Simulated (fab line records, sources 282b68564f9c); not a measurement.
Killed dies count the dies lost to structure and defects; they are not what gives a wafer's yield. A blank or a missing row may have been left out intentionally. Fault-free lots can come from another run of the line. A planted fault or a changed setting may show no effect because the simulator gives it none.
Which of the tools did it? | flow rit-cmos | 14 lots, 42 wafers sampled, at 2 steps of a route of 202

WHAT THE GAUGES READ, wafer by wafer
RIT_FOX1_THK_MEAS_01. Usual: FOX1_OXIDE_THK 351 nm, standard deviation 6.2.
lot  | measured    | on            | FOX1_OXIDE_THK (nm) | flag
L769 | day 1 16:50 | film-metro-02 | 355 353 357         |
L770 | day 1 23:16 | film-metro-04 | 343 340 343         |
L771 | day 2 03:11 | film-metro-04 | 354 353 347         |
L772 | day 2 07:57 | film-metro-04 | 349 346 347         |
L773 | day 2 13:01 | film-metro-01 | 359 363 361         |
L774 | day 2 17:49 | film-metro-02 | 350 352 349         |
L775 | day 2 23:21 | film-metro-04 | 356 368 357         |
L777 | day 3 10:43 | film-metro-04 | 530 527 523         | OFF
L778 | day 3 15:52 | film-metro-02 | 529 539 530         | OFF
L781 | day 4 04:50 | film-metro-01 | 353 352 352         |
L782 | day 4 10:01 | film-metro-01 | 346 355 356         |
L788 | day 5 15:50 | film-metro-04 | 353 349 352         |
L790 | day 6 03:22 | film-metro-04 | 357 353 353         |
L792 | day 6 12:36 | film-metro-04 | 354 348 345         |

TOOL THAT RAN EACH LOT (tool first, then ch and the chambers of the sampled wafers, then the start)
lot  | RIT_FOX1_OXIDATION_00
L769 | furnace-04 ch 0, day 1 15:31
L770 | furnace-04 ch 0, day 1 21:56
L771 | furnace-04 ch 0, day 2 01:52
L772 | furnace-04 ch 0, day 2 06:38
L773 | furnace-01 ch 0, day 2 11:40
L774 | furnace-02 ch 0, day 2 16:30
L775 | furnace-02 ch 0, day 2 22:02
L777 | furnace-01 ch 0, day 3 07:40 and furnace-02 ch 0, day 3 09:24
L778 | furnace-01 ch 0, day 3 13:04
L781 | furnace-01 ch 0, day 4 03:31
L782 | furnace-02 ch 0, day 4 08:42
L788 | furnace-01 ch 0, day 5 14:30
L790 | furnace-04 ch 0, day 6 02:03
L792 | furnace-04 ch 0, day 6 11:16
- RIT_FOX1_OXIDATION_00: target thk 350.7 nm, ox time 1130 s.

AS READ BY THE TOOLS THEMSELVES (means over the sampled wafers that have a number; for cases with no such wafer, the mark the record gives instead)
RIT_FOX1_OXIDATION_00. Usual: zone-power-centre-pct 59 %, standard deviation 3.9; zone-power-load-pct 38.0 %, standard deviation 2.2.
lot  | tool                  | zone-power-centre-pct (%) | zone-power-load-pct (%) | flag
L769 | furnace-04            | 57                        | 35.1                    |
L770 | furnace-04            | 58                        | 35.0                    |
L771 | furnace-04            | 58                        | 35.0                    |
L772 | furnace-04            | 57                        | 34.9                    |
L773 | furnace-01            | 56                        | 39.1                    |
L774 | furnace-02            | 66                        | 40.4                    |
L775 | furnace-02            | 66                        | 40.2                    |
L777 | furnace-01/furnace-02 | 61                        | 39.3                    |
L778 | furnace-01            | 56                        | 39.1                    |
L781 | furnace-01            | 56                        | 39.4                    |
L782 | furnace-02            | 66                        | 40.6                    |
L788 | furnace-01            | 56                        | 38.9                    |
L790 | furnace-04            | 57                        | 35.3                    |
L792 | furnace-04            | 58                        | 34.9                    |

THE ANSWER, worked out from the rows above alone
Rule: lot off if the mean of its wafers having a number is beyond 3 standard deviations from the usual mean. Also off: a lot with no number at a reading for which 4 or more lots have one. Any other lot the step has rows for is counted as sound. After the gauges, taken in route order, come the tools' own readings; for these a lot's mean is taken, as printed above. At the first step where some lot is off, the reading lying furthest off is the one used; lots without a number count as furthest.
Off: at RIT_FOX1_THK_MEAS_01 (FOX1_OXIDE_THK), L777, L778.
A tool fits if, at a process step before that reading, it ran every lot that is off, and no sound lot after the first of them. Gauges at RIT_FOX1_THK_MEAS_01: tried the same way as those tools. No candidate that was tried fits.

WHAT THE SIMULATOR HAD PUT IN
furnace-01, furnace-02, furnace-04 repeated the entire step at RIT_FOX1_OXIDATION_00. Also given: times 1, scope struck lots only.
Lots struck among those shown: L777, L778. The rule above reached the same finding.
